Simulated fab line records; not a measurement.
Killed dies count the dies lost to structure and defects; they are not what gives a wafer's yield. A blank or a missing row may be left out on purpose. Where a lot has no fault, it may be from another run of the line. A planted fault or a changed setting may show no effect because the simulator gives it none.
Problem report, 8D (eight disciplines) form, completed by code -- flow rit cmos -- the parts of the form that need people (team, actions taken, sign-off) are left out

## 1. WHAT IS WRONG
SPACER_NITRIDE_THK at RIT_SPACER_THK_MEAS_04 reads a mean of 214.1 nm on 3 wafers of 1 lot; wafers without a fault read 249.4 nm with a standard deviation of 2.8. Relative to the usual mean, that is a shift of -13 standard deviations.
The first sign was on wafer L691.3 at day 7 16:31, on film metro-02. The record holds 39 wafers of 13 lots with a number at this step. By rule, "out" or "out of limits" means more than 4 standard deviations away from the usual mean. All remaining wafers that have a number are taken as sound.

## 2. WHAT IT IS, WHAT IT ISN'T
question,is,is not
which readings at this step,SPACER_NITRIDE_THK,-
which lots,L691,"L668, L669, L670, L671, L672, L674, L676, L677, L680, L681, L682, L684"
which wafers of those lots,all that have a number,-
read on which gauges,film metro-02,"film metro-01, film metro-04"
when,from day 7 16:31,up to then (36 sound wafers)

## 3. SUSPECTS, AND WHAT RULES EACH OUT
Counting: any tool at a process step up to the reading is kept as a suspect provided that every lot that is out went through it and no sound lot did after the first of them.
- the gauge at RIT_SPACER_THK_MEAS_04 has been ruled out. All the wafers that are out were read on film metro-02, but those of them that RIT_SPACER_ETCHBACK_05 has rows for are out there too, on other tools.
- lpcvd-02 at RIT_SPACER_CVD_03 (deposits Si3N4 from SiH2Cl2/NH3, target thk 250 nm, time 3300 s): kept. It ran the lot that is out, L691 (day 7 14:34), and no sound lot after that; its last sound lot up to then is L684 (day 6 06:21).
The count leaves lpcvd-02 at RIT_SPACER_CVD_03.

## 4. THE CAUSE (what the simulator had put in)
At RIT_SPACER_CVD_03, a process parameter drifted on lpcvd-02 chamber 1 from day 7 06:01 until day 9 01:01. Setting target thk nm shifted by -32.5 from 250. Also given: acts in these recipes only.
The count eliminated every tool but this one.

## 5. SEQUENCE OF EFFECTS, ordered by route
Each row: a reading whose mean over the struck wafers that have a number lies more than 3 standard deviations from the usual. Scope: only readings with a usual standard deviation given in the record; hours: median across lots of the time from each lot's start at the first step in this table that gives one to its start at this step; sigmas: change in usual standard deviations.
hours,step,reading,usual,on struck wafers,change,sigmas
0,RIT_SPACER_THK_MEAS_04,SPACER_NITRIDE_THK,249.4 nm,214.1,-35.3,-13
0,RIT_SPACER_ETCHBACK_05,oes product au,0.843 a.u.,0.754,-0.089,-6.0
Its process steps:
- RIT_SPACER_ETCHBACK_05: etches Si3N4 in SF6/CHF3, stops on SiO2, target depth 250 nm, time 240 s.
Later steps that measure or inspect, where all struck wafers having a row at the step show a number for every such reading and not one has moved that far: RIT_M1_OVL_MEAS_10.

## 6. HOW IT WOULD HAVE BEEN CAUGHT EARLIER
The first out-of-limits reading at a measuring or inspecting step in this record came at day 7 16:31, 10 hours after the fault's start at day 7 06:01.
Lots out: 1; all had begun RIT_SPACER_CVD_03 on lpcvd-02 by day 7 16:31. Holding the tool at that point would not have protected any of them.
